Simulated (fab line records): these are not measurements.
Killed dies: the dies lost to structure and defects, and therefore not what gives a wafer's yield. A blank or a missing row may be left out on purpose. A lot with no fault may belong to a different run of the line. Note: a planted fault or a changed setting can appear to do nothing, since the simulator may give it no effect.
The tool behind it: which one? -- flow berkeley cmos170 -- Sampling: 7 lots, 21 wafers, 2 of 331 route steps

## WHAT EACH GAUGE READ, for each wafer
UCB170_V2_OVL_MEAS_13.
lot,measured,on,V2_OVL (nm)
L925,day 8 21:23,overlay-01,-14 -12 -8
L928,day 9 04:08,overlay-01,5 2 1
L933,day 9 23:00,overlay-01,-9 -4 -3
L934,day 10 01:01,overlay-02,-3 5 3
L940,day 11 06:11,overlay-01,3 -4 -6
L939,day 11 06:28,overlay-01,-1 -3 1
L944,day 12 01:25,overlay-02,4 11 11

## WHICH TOOL RAN EACH LOT (tool, then ch and the chambers of the sampled wafers, then the start)
lot,UCB170_SPACER_CVD_00
L925,"pecvd-02 ch 0,1,2, day 7 08:24"
L928,"pecvd-03 ch 0,1, day 7 09:44"
L933,"pecvd-03 ch 0,1,2, day 8 20:08"
L934,"pecvd-04 ch 0,1, day 8 21:46"
L940,"pecvd-04 ch 0,1,2, day 9 20:19"
L939,"pecvd-03 ch 0,1,2, day 9 21:02"
L944,"pecvd-02 ch 0,1,2, day 10 19:24"
- UCB170_SPACER_CVD_00: deposits SiO2 from TEOS/O2, target thk 376 nm, time 47 s.

## THE ANSWER, worked out from the rows above alone
Rule: the lots themselves supply what counts as usual. Put in order of their means at a reading, lots are off if they are a third of the lots or fewer, leave a main group of 4 or more, and stand apart from it by a gap of 3 or more times the standard deviation of the main group's means; of several such gaps the widest counts. A main group whose means are all the same, to the digits that the tables above print for the reading, isn't used. Also off: a lot with no number at a reading for which 4 or more lots have one. The other lots that the step has rows for count as sound.
No lot is off on any of the readings shown, so nothing can be concluded from this.

## WHAT HAD BEEN PUT IN BY THE SIMULATOR
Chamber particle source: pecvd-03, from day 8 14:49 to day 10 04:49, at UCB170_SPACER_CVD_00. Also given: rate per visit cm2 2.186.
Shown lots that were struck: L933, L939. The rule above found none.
